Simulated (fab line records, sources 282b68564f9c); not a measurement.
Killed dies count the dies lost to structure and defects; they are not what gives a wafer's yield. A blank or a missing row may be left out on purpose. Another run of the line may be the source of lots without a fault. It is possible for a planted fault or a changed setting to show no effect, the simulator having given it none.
Struck lot and sound lot, side by side -- flow rit cmos -- 18 steps out of a route of 202
Sound: these wafers, L363.1, L363.3, L363.6. Wafers struck: L373.1, L373.3, L373.6. The cause comes at the end.
For every step that has rows: the tool of each side, followed by ch and its chambers, followed by its first start. Under that, the readings that differ: sound wafers -- struck wafers -- difference of the means -- sigmas: that difference in standard deviations of wafers without a fault.
alike: readings with means less than 2 such deviations apart, plus words and numbers identical on both sides. not compared: withheld readings, readings lacking a value on some wafer, bounds such as >300 that could conceal the same value, and numbers that have no deviation in the record and whose values overlap.
The two part at a step that has a row with sigmas, a row that says differs or no value, or rows on one side only. When numbers do not overlap yet have no deviation, they are printed without sigmas and do not part them. Lack of a reading on every wafer of one side parts them only where that side has two or more wafers.

first, 5 steps without rows for these wafers: RIT_NRETRO_COAT_01 (resist thk 1300 nm); RIT_NRETRO_SOFTBAKE_02 (time 60 s); RIT_NRETRO_EXPOSE_03 (exposes mask M4, target cd 43900 nm); RIT_NRETRO_PEB_04; RIT_NRETRO_DEVELOP_05 (develop time 68 s).
RIT_NRETRO_OVL_MEAS_06:
  sound on overlay-01, day 3 13:34; struck on overlay-02, day 5 14:58
  alike: NRETRO_OVL
then, 2 steps without rows for these wafers: RIT_NRETRO_HARDBAKE_07 (time 120 s); RIT_NRETRO_IMPLANT_08.
RIT_NRETRO_STRIP_09: strips in O2, time 180 s.
  sound on plasma asher-04 ch 0,1, day 3 14:00; struck on plasma asher-04 ch 0,1, day 5 15:25
  alike: drypump motor current A
  not compared: rf hours counter h
RIT_NRETRO_TW_MEAS_10:
  sound on film metro-02, day 3 14:10; struck on film metro-01, day 5 15:35
  alike: NRETRO_TW
then, 2 steps without rows for these wafers: RIT_PRETRO_HMDS_00 (prime time 60 s); RIT_PRETRO_COAT_01 (resist thk 1300 nm).
RIT_PRETRO_SOFTBAKE_02: time 60 s.
  sound on litho track-02 ch 0, day 3 14:32; struck on litho track-02 ch 0, day 5 15:56
reading,sound,struck,difference,sigmas
heater power total W (W),34.50 34.58 34.54,41.73 41.87 41.74,+7.24,+99 or more
plate temp C (C),89.90 89.92 90.15,103.26 103.41 103.28,+13.33,+99 or more
model.NOVOLAK_of_PRETRO_COAT_01.thk nm (nm),1299 1298 1298,1253 1255 1254,-44,
then, 2 steps without rows for these wafers: RIT_PRETRO_EXPOSE_03 (exposes mask M5, target cd 43700 nm); RIT_PRETRO_PEB_04.
RIT_PRETRO_DEVELOP_05: develop time 68 s.
  sound: litho track-01 ch 0; struck: litho track-02 ch 0
reading,sound,struck,difference,sigmas
model.NOVOLAK_of_PRETRO_COAT_01.thk nm (nm),1299 1297 1298,1252 1255 1254,-44,
RIT_PRETRO_OVL_MEAS_06:
  sound on overlay-02, day 3 15:14; struck on overlay-02, day 5 16:39
  alike: PRETRO_OVL
RIT_M1_PROBE_99:
  the record holds rows for the sound wafers here (prober-01, day 4 19:07) but none for the struck ones

## WHERE THEY PART
Last at RIT_M1_PROBE_99 as far as this record goes, first at RIT_PRETRO_SOFTBAKE_02.

WHY: the cause the simulator had injected
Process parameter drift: litho track-02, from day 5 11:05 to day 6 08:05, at RIT_PRETRO_SOFTBAKE_02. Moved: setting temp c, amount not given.
